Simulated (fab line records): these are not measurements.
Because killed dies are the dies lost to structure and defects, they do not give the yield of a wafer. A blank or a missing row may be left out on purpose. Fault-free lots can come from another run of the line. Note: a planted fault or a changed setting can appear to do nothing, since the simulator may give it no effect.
fab line records | flow berkeley_cmos170
record lots=13 | wafers=39 | last_day=12
route steps=331 shown M1@249
lots with no fault: from the same line, run without faults
start_h: hours from the record's opening day to when the first of the lot's shown wafers began | wait_h: hours elapsed since this lot's preceding step | " as in the row above | L1.1+2: a row that stands for several wafers | - no value present, or no start provided | * or withheld: withheld | < > ~ a bound
route shown NAME@n: a module of which the file shows steps, and the number in the route of the first | usual: mean/standard deviation taken from wafers without a fault | same: alike in all rows | chamber/n: place in a boat | sites: per-site readings | _std_site: the values' standard deviation | _edge_site: mean of outer sites minus mean of inner sites | radius_mm: how far each site lies from the wafer's centre | mask NAME#n: copy n | behind: the last tool/chamber to shape the wafer | hold: the reason the lot was held/the length of the hold in hours/how it ended | device: names the non-switching transistor (n, p or np) | end of line: tests of these same wafers at the route's end | a step given without rows: its recipe and nothing more | killed: count of dies lost to structure and defects at first sort (not the wafer's yield) | map: dies across one wafer; x = killed, . = not, _ = none there
set.NAME: the run value of the setting; set.NAME@STEP: its run value at that earlier step | model.NAME: the simulator's own value behind a step, which no gauge read
one table for each step of the route and one row for each wafer, over a sample of lots
services: from which hour (start_h, from the record's first day; less than 0 if before it) a tool's chamber was out of use, for how many hours, and why
## steps
# step UCB170_M1_ETCH_11
# recipe chemistry=N2/H2 | target_depth_a=withheld | overetch_a=withheld | target=BARC | time_s=withheld | source_w=500 | bias_w=100 | pressure_mtorr=30 | n2_flow_sccm=100 | h2_flow_sccm=200
# usual drypump_motor_current_A=5.9/0.54 | oes_product_au=1.002/0.018 | throttle_valve_pct=13.24/0.14
lot.wafer | tool        | chamber | start_h | wait_h | drypump_motor_current_A | oes_product_au | throttle_valve_pct
L800.1    | rie_diel-03 | 1       | 188.41  | 0.0    | 6.0                     | 1.027          | 13.13
L800.2    | "           | 3       | "       | "      | 6.4                     | 0.995          | 13.36
L800.4    | "           | 0       | "       | "      | 5.3                     | 1.025          | 13.05
L801.2    | rie_diel-02 | 1       | 188.81  | 0.0    | 5.4                     | 1.011          | 13.49
L801.4    | "           | 0       | "       | "      | 5.1                     | 1.000          | 13.25
L801.6    | "           | 3       | "       | "      | 6.4                     | 0.998          | 13.14
L803.1    | rie_diel-02 | 3       | 204.21  | 0.0    | 6.4                     | 0.993          | 13.14
L803.5    | "           | 0       | "       | "      | 5.1                     | 1.018          | 13.26
L803.6    | "           | 1       | "       | "      | 5.4                     | 1.016          | 13.50
L805.2    | rie_diel-04 | 3       | 205.26  | 0.0    | 5.5                     | 0.967          | 13.23
L805.4    | "           | 0       | "       | "      | 5.2                     | 1.016          | 13.44
L805.6    | "           | 2       | "       | "      | 6.3                     | 0.995          | 13.17
L806.1    | rie_diel-02 | 0       | 209.20  | 0.0    | 5.1                     | 1.000          | 13.26
L806.2    | "           | 1       | "       | "      | 5.4                     | 1.025          | 13.50
L806.4    | "           | 3       | "       | "      | 6.4                     | 0.997          | 13.14
L809.1    | rie_diel-04 | 3       | 222.00  | 0.0    | 5.6                     | 0.968          | 13.25
L809.2    | "           | 0       | "       | "      | 5.2                     | 1.009          | 13.43
L809.6    | "           | 3       | "       | "      | 5.6                     | 0.971          | 13.23
L807.4    | rie_diel-03 | 0       | 223.36  | 0.0    | 5.3                     | 1.019          | 13.07
L807.5    | "           | 3       | "       | "      | 6.5                     | 0.995          | 13.37
L807.6    | "           | 0       | "       | "      | 5.3                     | 1.017          | 13.08
L817.1    | rie_diel-03 | 0       | 276.01  | 0.0    | 5.3                     | 1.022          | 13.06
L817.4    | "           | 2       | "       | "      | 6.4                     | 0.969          | 13.15
L817.6    | "           | 3       | "       | "      | 6.4                     | 1.002          | 13.38
L818.3    | rie_diel-02 | 1       | 276.73  | 0.0    | 5.4                     | 1.022          | 13.48
L818.4    | "           | 2       | "       | "      | 6.5                     | 1.004          | 13.11
L818.6    | "           | 2       | "       | "      | 6.5                     | 1.000          | 13.11
L816.2    | rie_diel-04 | 1       | 277.00  | 0.0    | 5.7                     | 0.975          | 13.21
L816.4    | "           | 2       | "       | "      | 6.3                     | 1.015          | 13.19
L816.6    | "           | 3       | "       | "      | 5.5                     | 1.237          | 13.25
L819.1    | rie_diel-02 | 2       | 277.27  | 0.0    | 6.5                     | 0.996          | 13.11
L819.2    | "           | 3       | "       | "      | 6.4                     | 0.981          | 13.15
L819.6    | "           | 0       | "       | "      | 5.1                     | 1.012          | 13.25
L820.2    | rie_diel-03 | 2       | 278.05  | 0.0    | 6.4                     | 0.960          | 13.15
L820.3    | "           | 0       | "       | "      | 5.3                     | 1.015          | 13.07
L820.6    | "           | 0       | "       | "      | 5.3                     | 1.016          | 13.06
L821.1    | rie_diel-02 | 2       | 280.70  | 0.0    | 6.5                     | 1.001          | 13.10
L821.5    | "           | 1       | "       | "      | 5.4                     | 1.013          | 13.49
L821.6    | "           | 2       | "       | "      | 6.5                     | 0.989          | 13.12
## services
tool        | chamber | start_h | hours | kind
rie_diel-03 | 1       | 213.80  | -     | clean
rie_diel-03 | 1       | 213.80  | 15.1  | scheduled_down
rie_diel-03 | 1       | 213.80  | 15.1  | vent_cycle
rie_diel-03 | 2       | 220.54  | 15.8  | repair
rie_diel-02 | 3       | 236.05  | -     | clean
rie_diel-02 | 3       | 236.05  | 13.1  | scheduled_down
rie_diel-02 | 3       | 236.05  | 13.1  | vent_cycle
rie_diel-04 | 0       | 238.58  | 2.1   | repair
rie_diel-02 | 2       | 265.44  | 1.2   | repair
## key
first_sign step=UCB170_M1_ETCH_11 | reading=oes_product_au | direction=up | sigmas=13 | usual=1.002 | struck=1.237
effect none on later readings
met_at UCB170_M1_ETCH_11
struck_lots L816
struck_wafers L816.6
onset_between 222.00 277.00
fault kind=process_parameter_drift | tool=rie_diel-04 | chamber=3 | onset_h=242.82 | steps=UCB170_M1_ETCH_11 | channel=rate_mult | offset=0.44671 | shape=step | end_h=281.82
